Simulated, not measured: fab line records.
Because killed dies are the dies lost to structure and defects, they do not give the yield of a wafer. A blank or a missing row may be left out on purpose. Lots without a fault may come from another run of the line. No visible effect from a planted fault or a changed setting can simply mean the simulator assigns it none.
Which tool was responsible? / flow berkeley_cmos170 / 6 lots (18 wafers sampled), 1 step of a 331-step route

WHAT THE GAUGES READ, wafer by wafer
UCB170_ACTIVE_CD_MEAS_13: the cd target is 1200 nm.
lot=L189; measured=day 5 04:45; on=cd_sem-02; cd_nm (nm)=1202.5 1201.0 1202.3
lot=L193; measured=day 6 03:32; on=cd_sem-01; cd_nm (nm)=1197.6 1198.0 1198.7
lot=L196; measured=day 6 10:48; on=cd_sem-01; cd_nm (nm)=1196.2 1197.0 1196.5
lot=L198; measured=day 6 22:41; on=cd_sem-02; cd_nm (nm)=1199.0 1199.4 1198.5
lot=L202; measured=day 8 05:34; on=cd_sem-02; cd_nm (nm)=1200.5 1200.4 1200.5
lot=L205; measured=day 8 19:49; on=cd_sem-01; cd_nm (nm)=1200.0 1198.5 1199.7

TOOL THAT RAN EACH LOT (tool first, then ch and the chambers of the sampled wafers, then the start)
No process step before these readings appears in the record.

THE ANSWER, worked out from the rows above alone
Rule: the lots themselves supply what counts as usual. Put in order of their means at a reading, lots are off if they are a third of the lots or fewer, leave a main group of 4 or more, and stand apart from it by a gap of 3 or more times the standard deviation of the main group's means; of several such gaps the widest counts. A main group is skipped when, at the precision printed for the reading in the tables above, its means are all equal. Also off: a lot with no number at a reading for which 4 or more lots have one. The other lots that the step has rows for count as sound.
None of the lots is off at any reading shown; this tells nothing.

WHAT THE SIMULATOR HAD PUT IN
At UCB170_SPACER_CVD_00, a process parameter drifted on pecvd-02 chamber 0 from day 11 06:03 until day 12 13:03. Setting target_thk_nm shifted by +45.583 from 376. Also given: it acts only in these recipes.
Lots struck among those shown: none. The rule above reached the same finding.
